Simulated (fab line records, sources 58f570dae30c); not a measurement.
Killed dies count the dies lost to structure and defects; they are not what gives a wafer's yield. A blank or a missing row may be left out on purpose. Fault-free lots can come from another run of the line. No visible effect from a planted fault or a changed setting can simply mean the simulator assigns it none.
Matching of chambers + flow berkeley cmos170 + rie diel-02 running UCB170_NWELL_ETCH_13: 4 sister chambers
The step etches Si3N4 in CH3F/Ar/O2, stops on SiO2, target depth 246.4 nm, time 154 s. 8 wafers are shown with their chamber, then 7 later ones without.

## EACH WAFER AND ITS CHAMBER
| wafer  | chamber | throttle valve pct (%) | drypump motor current A (A) |
|--------|---------|------------------------|-----------------------------|
| L076.2 | 2       | 8.30                   | 5.4                         |
| L085.1 | 2       | 8.30                   | 5.4                         |
| L085.3 | 3       | 8.09                   | 5.8                         |
| L085.6 | 3       | 8.10                   | 5.8                         |
| L087.4 | 0       | 8.16                   | 6.0                         |
| L087.5 | 1       | 7.96                   | 5.2                         |
| L088.1 | 0       | 8.15                   | 6.1                         |
| L088.4 | 1       | 7.96                   | 5.1                         |

## WAFERS WITHOUT THEIR CHAMBER
| wafer  | throttle valve pct (%) | drypump motor current A (A) |
|--------|------------------------|-----------------------------|
| L088.5 | 7.95                   | 5.1                         |
| L093.2 | 8.16                   | 6.0                         |
| L093.3 | 7.96                   | 5.2                         |
| L093.4 | 8.30                   | 5.4                         |
| L096.1 | 8.29                   | 5.4                         |
| L096.2 | 8.17                   | 6.0                         |
| L096.4 | 7.94                   | 5.2                         |

## EACH ONE'S CHAMBER
| wafer  | from the rows above | in truth |
|--------|---------------------|----------|
| L088.5 | 1                   | 1        |
| L093.2 | 0                   | 0        |
| L093.3 | 1                   | 1        |
| L093.4 | 2                   | 2        |
| L096.1 | 2                   | 2        |
| L096.2 | 0                   | 0        |
| L096.4 | 1                   | 1        |
Correctly placed: 7 of 7. Number that these rows cannot place: 0. Number placed wrongly: 0.
How it was worked out, from the rows above alone: a wafer's distance from a chamber is the root of the sum, over the readings, of the square of ((its reading less the chamber's mean) divided by the reading's scatter). The wafer belongs to the nearest chamber; if the next one is less than 2 further off, it can't be placed. The mean given for a chamber averages the wafers shown for that chamber. The scatter is the square root of a quotient: the sum, over the shown wafers, of each reading's squared deviation from its chamber's mean, divided by wafers minus chambers.
